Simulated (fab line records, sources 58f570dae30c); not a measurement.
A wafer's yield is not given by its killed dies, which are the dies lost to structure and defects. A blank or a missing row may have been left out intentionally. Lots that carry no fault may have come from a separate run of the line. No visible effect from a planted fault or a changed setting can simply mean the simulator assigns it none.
Split-lot experiment | flow berkeley-cmos170 | 23 wafers read from 5 lots, route of 331 steps

== THE SPLIT ITSELF ==
At UCB170_V2_EXPOSE_09 (exposes mask VIA2, target cd 700 nm), the setting dose-mj was moved away from the recipe's 37 on 7 of the 23 wafers read, by -7.1% to +6.2%. This setting was run at the recipe's value on the other wafers.

== FROM THE SPLIT TO THE READING: what the file shows between them, 4 steps ==
- UCB170_V2_DEVELOP_11: develop time 45 s (also split here: dev-temp-c)
- UCB170_V2_CD_MEAS_12: target cd 700 nm
- UCB170_V2_ETCH_14: etches SiO2 in CHF3/CF4/Ar, stops on Al, target depth 1250 nm, time 291 s
- UCB170_V2_STRIP_15: strips in O2

== THE READING ==
cd-nm at UCB170_V2_CD_MEAS_90, given in nm (cd target 700 nm). On this fab line, fault-free wafers typically give 699.9 nm with a standard deviation of 1.5 nm.

wafer  | tool, chamber at the split | dose-mj as run | against the recipe | cd-nm, nm | against lot-mates on the recipe
L075.1 | krf-scanner-02, 0          | 37             | recipe             | 698.0     | -
L075.2 | krf-scanner-02, 0          | 37             | recipe             | 699.0     | -
L075.3 | krf-scanner-02, 0          | 34.71          | -6.2%              | 689.3     | -9.6
L075.4 | krf-scanner-02, 0          | 34.71          | -6.2%              | 689.7     | -9.2
L075.5 | krf-scanner-02, 0          | 37             | recipe             | 699.6     | -
L079.1 | krf-scanner-01, 0          | 37             | recipe             | 699.6     | -
L079.2 | krf-scanner-01, 0          | 39.3           | +6.2%              | 711.2     | +11.2
L079.3 | krf-scanner-01, 0          | 37             | recipe             | 700.4     | -
L079.4 | krf-scanner-01, 0          | 39.3           | +6.2%              | 711.3     | +11.3
L079.5 | krf-scanner-01, 0          | 39.3           | +6.2%              | 709.5     | +9.5
L080.2 | krf-scanner-01, 0          | 37             | recipe             | 700.0     | -
L080.3 | krf-scanner-01, 0          | 37             | recipe             | 700.6     | -
L080.4 | krf-scanner-01, 0          | 37             | recipe             | 701.6     | -
L080.5 | krf-scanner-01, 0          | 37             | recipe             | 700.4     | -
L080.6 | krf-scanner-01, 0          | 37             | recipe             | 699.6     | -
L082.2 | krf-scanner-01, 0          | 37             | recipe             | 701.9     | -
L082.4 | krf-scanner-01, 0          | 37             | recipe             | 700.8     | -
L082.6 | krf-scanner-01, 0          | 37             | recipe             | 699.7     | -
L085.2 | krf-scanner-01, 0          | 34.36          | -7.1%              | 687.1     | -14.2
L085.3 | krf-scanner-01, 0          | 37             | recipe             | 702.3     | -
L085.4 | krf-scanner-01, 0          | 34.36          | -7.1%              | 687.5     | -13.8
L085.5 | krf-scanner-01, 0          | 37             | recipe             | 701.2     | -
L085.6 | krf-scanner-01, 0          | 37             | recipe             | 700.4     | -

THE FIT
A straight line over all 23 wafers: cd-nm changes by +1.74 nm for each +1% of dose-mj; r = +0.99; the points scatter about the line by 1 nm.
The same after taking each lot's own level away (the mean of its wafers on the recipe; 23 wafers): +1.75 nm for each +1%; r = +0.99; scatter 0.96 nm.
Per that fit: largest dose-mj move, reading shift of 12 nm.
The span of the lots' own levels, 698.87 to 701.30 nm, comes to 1.6 times the standard deviation stated above.
Consequently the slope shifts little with the lot-to-lot level, the two slopes agreeing.
Check: with one of the wafers moved furthest among these (-7.1%) left out of the fit, the line predicts -12.1 nm for it against its lot-mates. It came out at -14.2 nm against them.

== FURTHER SPLITS ON THESE WAFERS ==
Other splits were also applied to these wafers ahead of the reading. Each is held against what the fit with the lots' levels taken away leaves over:
other split on the same wafers  | wafers away from the commonest value | r with cd-nm (lot level and that fit taken away)
UCB170_M2_STRIP_07 o2-flow-sccm | 8                                    | -0.27
UCB170_V2_DEVELOP_11 dev-temp-c | 8                                    | +0.00

== THE WHOLE CHAIN: every reading that the file lists as answering this split, in the file's order ==
step                 | what it does                                                              | reading                                                   | change (the file's fit)              | r (the file's)
UCB170_V2_CD_MEAS_12 | target cd 700 nm                                                          | cd-nm                                                     | +1.77 nm for each +1% of the setting | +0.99
UCB170_V2_ETCH_14    | etches SiO2 in CHF3/CF4/Ar, stops on Al, target depth 1250 nm, time 291 s | V2.cd-nm (the simulator's own value, which no gauge read) | +1.77 nm for each +1% of the setting | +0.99
UCB170_V2_CD_MEAS_90 | target cd 700 nm                                                          | cd-nm                                                     | +1.75 nm for each +1% of the setting | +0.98

== THE FILE'S OWN FIT ==
cd-nm changes by +1.75 nm for each +1% of dose-mj, r = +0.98.
